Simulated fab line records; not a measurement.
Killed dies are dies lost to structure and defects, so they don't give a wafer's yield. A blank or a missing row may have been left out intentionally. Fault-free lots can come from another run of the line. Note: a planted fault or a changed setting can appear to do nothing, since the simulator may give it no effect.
Which tool was responsible? -- flow berkeley-cmos170 -- 21 wafers from 7 lots sampled at 3 of the route's 331 steps

WHAT THE GAUGES SHOWED, per wafer
UCB170_PLDD_TW_MEAS_11.
lot,measured,on,PLDD_TW
L400,day 6 10:35,film-metro-04,1005 1008 1008
L402,day 6 22:52,film-metro-04,1012 1007 1009
L405,day 7 11:45,film-metro-04,1010 1010 1009
L408,day 8 10:35,film-metro-01,1011 1009 1010
L414,day 9 09:22,film-metro-04,1017 1011 1018
L415,day 10 05:54,film-metro-01,1013 1018 1025
L416,day 10 06:37,film-metro-01,30 30 30 30 30 30

WHICH TOOL RAN EACH LOT (tool, then ch and the chambers of the sampled wafers, then the start)
lot,UCB170_GATE_STRIP_16,UCB170_PLDD_STRIP_10
L400,"plasma-asher-04 ch 1, day 6 07:44","plasma-asher-02 ch 0,1, day 6 10:29"
L402,"plasma-asher-01 ch 0,1, day 6 19:47","plasma-asher-01 ch 0,1, day 6 22:46"
L405,"plasma-asher-04 ch 1, day 7 09:13","plasma-asher-02 ch 0,1, day 7 11:38"
L408,"plasma-asher-01 ch 0,1, day 8 08:46","plasma-asher-02 ch 0,1, day 8 10:28"
L414,"plasma-asher-04 ch 0,1, day 9 07:07","plasma-asher-01 ch 0,1, day 9 09:16"
L415,"plasma-asher-04 ch 0,1, day 10 03:30","plasma-asher-02 ch 1, day 10 05:47"
L416,"plasma-asher-04 ch 0,1, day 10 04:37","plasma-asher-03 ch 0,1, day 10 06:31"
- UCB170_GATE_STRIP_16: strips in O2.
- UCB170_PLDD_STRIP_10: strips in O2.

THE ANSWER, worked out from the rows above alone
Rule: what is usual is taken from the lots themselves. Put in order of their means at a reading, lots are off if they are a third of the lots or fewer, leave a main group of 4 or more, and stand apart from it by a gap of 3 or more times the standard deviation of the main group's means; of several such gaps the widest counts. A main group whose means are all the same, to the digits that the tables above print for the reading, isn't used. Also off: a lot with no number at a reading for which 4 or more lots have one. Any other lot the step has rows for is counted as sound.
Off: at UCB170_PLDD_TW_MEAS_11 (PLDD_TW), L416. The main group has a mean of 1012 with a standard deviation of 4.
If a tool, at a process step before that reading, ran all the lots that are off and no sound lot after the first of them, it fits. Gauges at UCB170_PLDD_TW_MEAS_11: tried the same way as those tools. Can't be told from this: 3 tools fit, plasma-asher-04 at UCB170_GATE_STRIP_16, plasma-asher-03 at UCB170_PLDD_STRIP_10, film-metro-01 at UCB170_PLDD_TW_MEAS_11.

WHAT WAS PUT IN BY THE SIMULATOR
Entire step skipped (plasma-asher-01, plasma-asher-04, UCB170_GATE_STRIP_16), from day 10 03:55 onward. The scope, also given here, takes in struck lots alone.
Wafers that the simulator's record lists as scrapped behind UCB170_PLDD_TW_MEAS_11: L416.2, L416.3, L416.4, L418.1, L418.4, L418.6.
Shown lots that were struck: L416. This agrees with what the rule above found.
